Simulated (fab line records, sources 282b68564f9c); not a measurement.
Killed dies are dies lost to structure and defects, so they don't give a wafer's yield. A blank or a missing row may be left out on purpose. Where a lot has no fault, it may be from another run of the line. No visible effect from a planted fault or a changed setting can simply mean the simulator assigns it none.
8D (eight disciplines) problem report, filled in by code || flow ritCmos || the parts of the form that need people (team, actions taken, sign-off) are left out

1. PROBLEM STATEMENT
NRETRO_TW at RIT_NRETRO_TW_MEAS_10 reads a mean of 1180 on 6 wafers of 2 lots; wafers without a fault read 1061 with a standard deviation of 16. Relative to the usual mean, that is a shift of +7.5 standard deviations.
The first sign was on wafer L514.4 at day 6 04:42, on filmMetro-04. At this step, 42 wafers from 14 lots have a number in the record. Rule for "out", or "out of limits": more than 4 standard deviations from the usual mean. The other wafers with a number count as sound.

2. WHAT IT IS, AND WHAT IT ISN'T
{"question": "which readings at this step", "is": "NRETRO_TW", "is not": "-"}
{"question": "which lots", "is": "L514, L515", "is not": "L496, L497, L498, L501, L502, L503, L505, L506, L507, L516, L517, L518"}
{"question": "which wafers of those lots", "is": "all that have a number", "is not": "-"}
{"question": "read on which gauges", "is": "filmMetro-01, filmMetro-04", "is not": "filmMetro-02"}
{"question": "when", "is": "from day 6 04:42", "is not": "up to then (27 sound wafers); but 9 sound wafers of L516, L517, L518 came after"}

3. WHAT RULES OUT EACH SUSPECT
Counting: a tool stays on the suspect list if, at a process step up to the reading, it processed all lots that are out and no sound lot following the first of them.
- the gauge at RIT_NRETRO_TW_MEAS_10 is ruled out. Those wafers that are out were read across 2 gauges (filmMetro-01, filmMetro-04).
- implanter-02 at RIT_NRETRO_IMPLANT_08: kept. It ran every lot that is out, first L514 (day 6 04:25), and no sound lot after that; its last sound lot up to then is L507 (day 4 18:13). Its own doseIonsCm2, faradayCurrentUA readings are out on those wafers.
- plasmaAsher-03 at RIT_NRETRO_STRIP_09 (strips in O2, time 180 s): kept. It ran every lot that is out, first L514 (day 6 04:33), and no sound lot after that; its last sound lot up to then is L506 (day 4 13:37).
What counting leaves: implanter-02 at RIT_NRETRO_IMPLANT_08 and plasmaAsher-03 at RIT_NRETRO_STRIP_09.

4. THE CAUSE (what the simulator had put in)
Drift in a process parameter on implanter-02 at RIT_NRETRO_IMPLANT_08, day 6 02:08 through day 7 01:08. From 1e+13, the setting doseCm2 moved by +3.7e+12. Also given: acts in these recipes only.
After counting, 2 suspects remain, this tool included.

5. THE EFFECT CHAIN, in route order
Each row: a reading where the mean over the struck wafers with a number is more than 3 standard deviations away from the usual. Scope: only readings with a usual standard deviation given in the record; hours: median across lots of the time from each lot's start at the first step in this table that gives one to its start at this step; sigmas: change in usual standard deviations.
{"hours": 0, "step": "RIT_NRETRO_IMPLANT_08", "reading": "doseIonsCm2", "usual": 1.0001e+13, "on struck wafers": 1.3700e+13, "change": "+3.6990e+12", "sigmas": "+99 or more"}
{"hours": 0, "step": "RIT_NRETRO_IMPLANT_08", "reading": "faradayCurrentUA", "usual": 31.7, "on struck wafers": 43.8, "change": "+12.1", "sigmas": "+20"}
{"hours": 0, "step": "RIT_NRETRO_TW_MEAS_10", "reading": "NRETRO_TW", "usual": 1061, "on struck wafers": 1180, "change": "+120", "sigmas": "+7.5"}
Its process steps:
- RIT_NRETRO_IMPLANT_08

6. WHAT WOULD HAVE CAUGHT IT SOONER
Counted from the fault's start at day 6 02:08, it took 3 hours until the first out-of-limits reading at a measuring or inspecting step in this record, taken at day 6 04:42.
At RIT_NRETRO_IMPLANT_08, the tool's own readings (doseIonsCm2, faradayCurrentUA) were out on each struck wafer the step has a row for, so an alarm limit on them would have fired on the first such wafer.
Lots out: 2; of these, L515 started RIT_NRETRO_IMPLANT_08 on implanter-02 after day 6 04:42. A hold on the tool at that time would have spared it.
